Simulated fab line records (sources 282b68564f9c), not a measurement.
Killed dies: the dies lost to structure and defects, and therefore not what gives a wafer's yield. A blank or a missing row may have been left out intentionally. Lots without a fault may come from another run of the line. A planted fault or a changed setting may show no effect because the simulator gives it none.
What tool caused it? / flow rit-cmos / Sampling: 7 lots, 21 wafers, 2 of 202 route steps

== WHAT THE GAUGES READ, wafer by wafer ==
RIT_PLDD_TW_MEAS_10.
lot=L304; measured=day 3 02:07; on=film-metro-02; PLDD_TW=2380 2364 2375
lot=L308; measured=day 4 02:11; on=film-metro-01; PLDD_TW=2352 2345 2361
lot=L311; measured=day 4 13:43; on=film-metro-01; PLDD_TW=2381 2373 2368
lot=L315; measured=day 5 13:31; on=film-metro-04; PLDD_TW=2354 2367 2343
lot=L317; measured=day 5 23:00; on=film-metro-02; PLDD_TW=2608 2608 2597
lot=L319; measured=day 6 07:34; on=film-metro-01; PLDD_TW=2595 2578 2588
lot=L325; measured=day 7 14:34; on=film-metro-01; PLDD_TW=2362 2378 2385

== WHICH TOOL RAN EACH LOT (tool, then ch and the chambers of the sampled wafers, then the start) ==
lot=L304; RIT_PLDD_IMPLANT_08=implanter-02 ch 0, day 3 01:48
lot=L308; RIT_PLDD_IMPLANT_08=implanter-01 ch 0, day 4 01:53
lot=L311; RIT_PLDD_IMPLANT_08=implanter-02 ch 0, day 4 13:25
lot=L315; RIT_PLDD_IMPLANT_08=implanter-01 ch 0, day 5 13:13
lot=L317; RIT_PLDD_IMPLANT_08=implanter-01 ch 0, day 5 22:40
lot=L319; RIT_PLDD_IMPLANT_08=implanter-01 ch 0, day 6 07:15
lot=L325; RIT_PLDD_IMPLANT_08=implanter-02 ch 0, day 7 14:16
- RIT_PLDD_IMPLANT_08

== THE ANSWER, worked out from the rows above alone ==
Rule: the lots themselves supply what counts as usual. Put in order of their means at a reading, lots are off if they are a third of the lots or fewer, leave a main group of 4 or more, and stand apart from it by a gap of 3 or more times the standard deviation of the main group's means; of several such gaps the widest counts. Not used: any main group whose means are identical at the precision the tables above print for the reading. Also off: a lot with no number at a reading for which 4 or more lots have one. Where the step has rows for the other lots, those lots are counted as sound.
Off: L317, L319, seen at RIT_PLDD_TW_MEAS_10 (PLDD_TW). The main group has a mean of 2366 with a standard deviation of 10.
A tool fits if, at a process step before that reading, it ran every lot that is off, and no sound lot after the first of them. Gauges at RIT_PLDD_TW_MEAS_10: tried the same way as those tools. One fits: implanter-01 at RIT_PLDD_IMPLANT_08. A fault onset in the window from L315 (day 5 13:13, its last sound lot) to L317 (day 5 22:40, its first lot off) fits.

== WHAT THE SIMULATOR HAD INSERTED ==
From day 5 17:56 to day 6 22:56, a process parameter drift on implanter-01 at RIT_PLDD_IMPLANT_08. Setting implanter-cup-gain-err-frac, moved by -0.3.
Lots struck among those shown: L317, L319. The rule given above showed the same thing.
